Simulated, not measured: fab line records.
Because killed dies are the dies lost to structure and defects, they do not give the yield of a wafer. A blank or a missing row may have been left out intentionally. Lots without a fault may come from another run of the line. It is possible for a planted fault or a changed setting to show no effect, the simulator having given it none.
Comparing a struck lot with a sound one ; flow rit cmos ; 22 steps out of a route of 202
Sound: these wafers, L615.1, L615.2, L615.5. Struck: wafers L629.1, L629.2, L629.3. Last of all comes the cause.
Order at every step that has rows: each side's tool, ch and its chambers, its first start. Under that, the readings that differ: sound wafers ; struck wafers ; difference of the means ; sigmas: that difference in standard deviations of wafers without a fault.
alike: readings whose means differ by less than 2 such deviations, and words and numbers that are the same on both sides. not compared: withheld readings, readings that some wafer has no value for, bounds like >300 that may hide the same value, and numbers for which the record gives no deviation and whose values overlap.
Wherever a step has rows on one side only, a row that says differs or no value, or a row with sigmas, the two part there. Non-overlapping numbers with no deviation appear without sigmas and do not part them. Lack of a reading on every wafer of one side parts them only where that side has two or more wafers.

RIT_CONTACT_CD_MEAS_90 targets a cd of 1000 nm.
  sound on cd sem-01, day 4 22:11; struck on cd sem-01, day 8 00:36
  alike: cd nm
then, 2 steps without rows for these wafers: RIT_CONTACT_CLEAN_13 (cleans in SC1, time 600 s); RIT_CONTACT_CLEAN_14 (cleans in SC2, time 600 s).
RIT_M1_SPUTTER_00: material Al, target thk 400 nm, time 487 s.
  sound on pvd sputter-01, day 4 22:40; struck on pvd sputter-01, day 8 01:04
  alike: throttle valve pct
RIT_M1_RS_MEAS_01: a four-point-probe measurement.
  sound on film metro-03, day 4 22:58; struck on film metro-01, day 8 01:24
  alike: M1_AL_RS
RIT_M1_THK_MEAS_02: measures by xrf.
  sound on film metro-03, day 4 23:05; struck on film metro-01, day 8 01:31
  alike: M1_AL_THK
then, 6 steps without rows for these wafers: RIT_M1_HMDS_03 (prime time 60 s); RIT_M1_COAT_04 (resist thk 1300 nm); RIT_M1_SOFTBAKE_05 (time 60 s); RIT_M1_EXPOSE_06 (exposes mask M12, target cd 2600 nm); RIT_M1_PEB_07; RIT_M1_DEVELOP_08 (develop time 68 s).
RIT_M1_CD_MEAS_09 targets a cd of 2600 nm.
  sound on cd sem-01, day 5 00:08; struck on cd sem-02, day 8 02:28
  alike: cd nm
RIT_M1_OVL_MEAS_10:
  sound on overlay-02, day 5 00:16; struck on overlay-02, day 8 02:35
  alike: M1_OVL
then, 1 step without rows for these wafers: RIT_M1_HARDBAKE_11 (time 120 s).
RIT_M1_METAL_ETCH_12: etches Al in Cl2/BCl3, stops on SiO2, time 165 s, target depth 600 nm.
  sound on rie metal-01 ch 0,1, day 5 00:34; struck on rie metal-02 ch 0,1, day 8 02:52
  alike: bcl3 flow sccm, chamber pressure mTorr, drypump motor current A, oes product au, throttle valve pct
  not compared: rf hours counter h
then, 1 step without rows for these wafers: RIT_M1_STRIP_13 (strips in nmp, time 600 s).
RIT_M1_STRIP_14: strips in O2, time 180 s.
  sound on plasma asher-01 ch 0,1, day 5 00:55; struck on plasma asher-04 ch 0,1, day 8 03:23
  alike: chamber pressure mTorr, drypump motor current A
  not compared: rf hours counter h
RIT_M1_CD_MEAS_90 targets a cd of 2600 nm.
  sound on cd sem-01, day 5 01:09; struck on cd sem-01, day 8 03:34
  alike: cd nm
then, 1 step without rows for these wafers: RIT_M1_ANNEAL_15 (time 1800 s).
RIT_M1_BOW_MEAS_16:
  sound on film metro-01, day 5 02:46; struck on film metro-01, day 8 05:11
  alike: M1_BOW
RIT_M1_PROBE_99:
  sound on prober-01, day 5 02:53; struck on prober-01, day 8 05:18
reading;sound;struck;difference;sigmas
model.etest.pldd.width nm (nm);3194 3208 3186;3251 3237 3219;+40;
model.etest.nldd.width nm (nm);3181 3201 3200;3210 3231 3229;+29;
model.etest.pplus sal.width nm (nm);3462 3452 3459;3495 3473 3471;+22;
  not compared: model.etest.nplus sal.width nm

== WHERE THEY PART ==
Nowhere in this record.

WHY: the cause the simulator had injected
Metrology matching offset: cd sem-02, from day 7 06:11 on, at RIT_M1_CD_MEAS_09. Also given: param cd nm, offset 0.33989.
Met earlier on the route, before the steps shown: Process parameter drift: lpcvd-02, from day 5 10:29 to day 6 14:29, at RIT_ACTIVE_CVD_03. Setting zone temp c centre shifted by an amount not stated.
